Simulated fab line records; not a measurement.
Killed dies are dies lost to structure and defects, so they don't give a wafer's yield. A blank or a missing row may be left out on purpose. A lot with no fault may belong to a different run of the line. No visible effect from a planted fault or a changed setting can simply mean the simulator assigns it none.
fab line records	flow rit_cmos	part 2 of 2: steps 37 to 49 of 49
record: lots: 5	wafers: 15	last_day: 6
route steps=202 shown PWELL@45 WELLDRIVE@50 NWELL@51 NRETRO@53 PRETRO@64 GATE@75 FOX2@80
lots that met no fault: from a run of the same line without faults
start_h: the number of hours between the record's first day and the start of the first shown wafer of the lot	wait_h: time in hours since the lot's previous step	" unchanged from the row above	L1.1+2: a row that stands for several wafers	- value missing, or start not given	* or withheld: withheld	< > ~ a bound
route shown NAME@n: NAME is a module with steps in the file, n the number in the route of the first one	usual: mean/standard deviation taken from wafers without a fault	same: alike in all rows	chamber/n: place in a boat	sites: each site's reading	_std_site: the values' standard deviation	_edge_site: outer sites' mean less inner sites'	radius_mm: for every site, how far away it sits from the centre of the wafer	mask NAME#n: copy n	behind: the tool/chamber that last shaped the wafer	hold: reason for holding the lot/hours on hold/outcome of the hold	device: transistor that didn't switch, given as n, p or np	end of line: at the end of the route, the tests of the same wafers	step lacking rows: just its recipe	killed: count of dies lost to structure and defects at first sort (not the wafer's yield)	map: shows each die of a wafer: x if killed, . if not, _ if none is there
set.NAME: the setting as run; set.NAME@STEP: as run at that earlier step	model.NAME: the simulator's own value behind a step, which no gauge read
certain route steps with their lots: each step a table, each wafer a row
services: when a tool's chamber went out of use (start_h, in hours from the record's first day, below 0 if earlier), for how many hours, and the reason
== steps ==
step: RIT_GATE_OXIDATION_05
recipe: temp_c: 900	ambient: O2	target_thk_a: 30	ox_time_s: 270
usual: ox_temp_c: 900.0/0.48	zone_power_source_pct: 27.2/1.5
lot.wafer	tool	chamber	start_h	wait_h	ox_temp_c	zone_power_source_pct
L075.1	furnace-04	0	40.14	0.6	900.2	25.5
L075.3	"	0	"	"	900.5	26.1
L075.5	"	0	"	"	900.6	26.0
L082.1	furnace-01	0	75.19	0.4	900.6	26.2
L082.5	"	0	"	"	900.3	26.4
L082.6	"	0	"	"	900.6	26.7
L089.3	furnace-04	0	108.30	0.0	899.9	25.7
L089.5	"	0	"	"	900.0	25.9
L089.6	"	0	"	"	900.4	26.3
L090.2	furnace-03	0	117.27	1.9	900.1	28.8
L090.5	"	0	"	"	900.4	28.8
L090.6	"	0	"	"	900.4	28.2
L092.2	furnace-01	0	124.54	0.0	899.7	26.8
L092.4	"	0	"	"	899.3	26.3
L092.6	"	0	"	"	899.5	26.5
step: RIT_GATE_ANNEAL_06
recipe: temp_c: 900	time_s: 600	ambient: N2O
usual: zone_power_source_pct: 27.5/1.4
lot.wafer	tool	chamber	start_h	wait_h	zone_power_source_pct
L075.1	furnace-01	0	43.22	2.0	26.8
L075.3	"	0	"	"	26.1
L075.5	"	0	"	"	26.6
L082.1	furnace-03	0	77.22	0.9	28.8
L082.5	"	0	"	"	29.1
L082.6	"	0	"	"	28.6
L089.3	furnace-01	0	110.10	0.7	26.4
L089.5	"	0	"	"	27.0
L089.6	"	0	"	"	26.5
L090.2	furnace-03	0	118.35	0.0	28.8
L090.5	"	0	"	"	28.6
L090.6	"	0	"	"	28.8
L092.2	furnace-01	0	125.61	0.0	27.0
L092.4	"	0	"	"	26.1
L092.6	"	0	"	"	26.4
step: RIT_GATE_THK_MEAS_07
recipe: reads: SiO2_of_GATE_OXIDATION_05
usual: GATE_OXIDE_THK: 3.03/0.06
lot.wafer	tool	chamber	start_h	wait_h	GATE_OXIDE_THK[nm]
L075.1	film_metro-02	-	43.47	0.0	3.00
L075.3	"	-	"	"	3.01
L075.5	"	-	"	"	3.00
L082.1	film_metro-01	-	77.47	0.0	3.03
L082.5	"	-	"	"	3.06
L082.6	"	-	"	"	2.99
L089.3	film_metro-03	-	110.37	0.0	3.01
L089.5	"	-	"	"	2.98
L089.6	"	-	"	"	3.05
L090.2	film_metro-01	-	118.61	0.0	3.02
L090.5	"	-	"	"	3.08
L090.6	"	-	"	"	3.02
L092.2	film_metro-01	-	125.87	0.0	3.05
L092.4	"	-	"	"	3.09
L092.6	"	-	"	"	3.12
step: RIT_GATE_CVD_08
recipe: material: poly-Si	target_thk_nm: 250	temp_c: 610	precursor: SiH4	time_s: 2220	pressure_mtorr: 300	sih4_flow_sccm: 100
usual: sih4_flow_sccm: 100.02/0.3	zone_power_source_pct: 11.7/0.75
lot.wafer	tool	chamber	start_h	wait_h	sih4_flow_sccm	zone_power_source_pct
L075.1	lpcvd-01	1	43.53	0.1	100.16	12.3
L075.3	"	1	"	"	100.15	12.2
L075.5	"	1	"	"	99.99	12.1
L082.1	lpcvd-02	0	77.80	0.3	100.31	10.9
L082.5	"	0	"	"	100.37	10.8
L082.6	"	0	"	"	100.47	11.0
L089.3	lpcvd-02	1	110.41	0.0	99.73	12.6
L089.5	"	1	"	"	99.88	12.4
L089.6	"	1	"	"	99.61	12.4
L090.2	lpcvd-01	0	118.66	0.0	99.78	10.8
L090.5	"	0	"	"	99.57	10.8
L090.6	"	0	"	"	100.27	10.7
L092.2	lpcvd-02	1	125.92	0.0	100.59	12.4
L092.4	"	1	"	"	99.75	12.4
L092.6	"	1	"	"	99.94	12.5
step: RIT_GATE_THK_MEAS_09
recipe: reads: poly-Si_of_GATE_CVD_08
usual: GATE_POLY_THK: 251.2/2.5
lot.wafer	tool	chamber	start_h	wait_h	GATE_POLY_THK[nm]
L075.1	film_metro-03	-	45.14	0.0	250.6
L075.3	"	-	"	"	249.3
L075.5	"	-	"	"	251.4
L082.1	film_metro-02	-	79.41	0.0	249.9
L082.5	"	-	"	"	249.0
L082.6	"	-	"	"	249.2
L089.3	film_metro-03	-	112.05	0.0	251.1
L089.5	"	-	"	"	252.2
L089.6	"	-	"	"	248.7
L090.2	film_metro-01	-	120.29	0.0	250.8
L090.5	"	-	"	"	251.5
L090.6	"	-	"	"	252.4
L092.2	film_metro-01	-	127.55	0.0	250.3
L092.4	"	-	"	"	251.4
L092.6	"	-	"	"	251.6
step: RIT_GATE_HMDS_10
recipe: prime_time_s: 60	prime_temp_c: 140
lot.wafer	tool	chamber	start_h	wait_h
L075.1+3+5	litho_track-01	0	45.20	0.1
L082.1+5+6	litho_track-02	0	79.47	0.1
L089.3+5+6	litho_track-01	0	112.14	0.1
L090.2+5+6	litho_track-02	0	120.36	0.1
L092.2+4+6	litho_track-03	0	127.74	0.2
step: RIT_GATE_COAT_11
recipe: resist: NOVOLAK	spin_rpm: 4250	resist_thk_nm: 850
usual: spin_speed_rpm: 4250.3/3
lot.wafer	tool	chamber	start_h	wait_h	spin_speed_rpm
L075.1	litho_track-01	0	45.35	0.1	4249.9
L075.3	"	0	"	"	4249.2
L075.5	"	0	"	"	4251.7
L082.1	litho_track-02	0	79.62	0.1	4254.9
L082.5	"	0	"	"	4254.4
L082.6	"	0	"	"	4243.8
L089.3	litho_track-01	0	112.29	0.1	4252.8
L089.5	"	0	"	"	4243.3
L089.6	"	0	"	"	4251.3
L090.2	litho_track-02	0	120.51	0.1	4250.6
L090.5	"	0	"	"	4256.1
L090.6	"	0	"	"	4245.2
L092.2	litho_track-03	0	127.89	0.1	4252.2
L092.4	"	0	"	"	4252.9
L092.6	"	0	"	"	4250.9
step: RIT_GATE_SOFTBAKE_12
recipe: resist: NOVOLAK	temp_c: 90	time_s: 60
lot.wafer	tool	chamber	start_h	wait_h
L075.1+3+5	litho_track-01	0	45.50	0.1
L082.1+5+6	litho_track-02	0	79.77	0.1
L089.3+5+6	litho_track-01	0	112.44	0.1
L090.2+5+6	litho_track-02	0	120.66	0.1
L092.2+4+6	litho_track-03	0	128.04	0.1
step: RIT_GATE_EXPOSE_13
recipe: mask_id: M6	na: 0.6	source_shape: conventional	sigma_outer: 0.6	target_cd_nm: 150	dose_mj: 380
lot.wafer	tool	chamber	start_h	wait_h	mask
L075.1+3+5	iline_stepper-02	0	45.78	0.2	M6#0
L082.1+5+6	iline_stepper-02	0	79.92	0.1	M6#0
L089.3+5+6	iline_stepper-01	0	112.58	0.1	M6#0
L090.2+5+6	iline_stepper-01	0	120.81	0.1	M6#0
L092.2+4+6	iline_stepper-01	0	128.18	0.1	M6#0
step: RIT_GATE_PEB_14
recipe: resist: NOVOLAK	temp_c: withheld	time_s: withheld
lot.wafer	tool	chamber	start_h	wait_h
L075.1+3+5	litho_track-03	0	45.89	0.1
L082.1+5+6	litho_track-01	0	80.04	0.1
L089.3+5+6	litho_track-03	0	112.71	0.1
L090.2+5+6	litho_track-01	0	120.93	0.1
L092.2+4+6	litho_track-03	0	128.30	0.1
step: RIT_GATE_DEVELOP_15
recipe: resist: NOVOLAK	develop_time_s: 50	dev_temp_c: 23
lot.wafer	tool	chamber	start_h	wait_h
L075.1+3+5	litho_track-03	0	-	-
L082.1+5+6	litho_track-01	0	-	-
L089.3+5+6	litho_track-03	0	-	-
L090.2+5+6	litho_track-01	0	-	-
L092.2+4+6	litho_track-03	0	-	-
step: RIT_GATE_CD_MEAS_16
recipe: target_cd_nm: 150
usual: cd_nm: 150.5/2.8
lot.wafer	tool	chamber	start_h	wait_h	cd_nm
L075.1	cd_sem-02	-	46.18	-	147.0
L075.3	"	-	"	"	146.4
L075.5	"	-	"	"	145.7
L082.1	cd_sem-01	-	80.32	-	156.5
L082.5	"	-	"	"	156.0
L082.6	"	-	"	"	156.8
L089.3	cd_sem-02	-	112.98	-	152.7
L089.5	"	-	"	"	152.1
L089.6	"	-	"	"	151.8
L090.2	cd_sem-01	-	121.21	-	148.0
L090.5	"	-	"	"	148.3
L090.6	"	-	"	"	149.2
L092.2	cd_sem-02	-	128.58	-	150.3
L092.4	"	-	"	"	152.4
L092.6	"	-	"	"	152.5
step: RIT_GATE_OVL_MEAS_17
usual: GATE_OVL: -0.4/1.5
lot.wafer	tool	chamber	start_h	wait_h	GATE_OVL[nm]
L075.1	overlay-01	-	46.30	0.1	-0.9
L075.3	"	-	"	"	-1.1
L075.5	"	-	"	"	-2.8
L082.1	overlay-02	-	80.44	0.1	0.6
L082.5	"	-	"	"	1.1
L082.6	"	-	"	"	1.9
L089.3	overlay-02	-	113.07	0.1	0.6
L089.5	"	-	"	"	-0.1
L089.6	"	-	"	"	0.5
L090.2	overlay-02	-	121.31	0.1	0.7
L090.5	"	-	"	"	1.4
L090.6	"	-	"	"	-0.6
L092.2	overlay-01	-	128.69	0.1	2.0
L092.4	"	-	"	"	-1.2
L092.6	"	-	"	"	0.5
== services ==
tool	chamber	start_h	hours	kind
plasma_asher-02	-	6.37	3.7	repair
implanter-02	-	8.42	0.9	repair
plasma_asher-03	-	9.49	0.8	repair
implanter-02	-	15.86	2.6	repair
implanter-03	-	16.32	6.1	repair
furnace-01	-	27.54	3.7	pm
furnace-04	-	35.81	3.0	pm
wet_bench-03	-	45.70	20.3	repair
implanter-02	-	59.75	6.0	repair
litho_track-03	-	59.82	-	consumable_replace:filter
lpcvd-02	-	63.20	14.6	pm
iline_stepper-01	-	68.59	4.4	pm
implanter-02	-	76.95	4.1	repair
iline_stepper-02	-	89.99	1.7	pm
implanter-01	-	107.89	7.4	repair
plasma_asher-03	-	107.97	28.1	pm
plasma_asher-02	-	108.75	9.0	pm
plasma_asher-02	0	108.75	9.0	vent_cycle
plasma_asher-02	1	108.75	9.0	vent_cycle
implanter-04	-	109.03	1.0	repair
iline_stepper-01	-	114.32	1.7	pm
plasma_asher-02	0	117.75	-	clean
plasma_asher-02	1	117.75	-	clean
implanter-01	-	125.41	3.2	pm
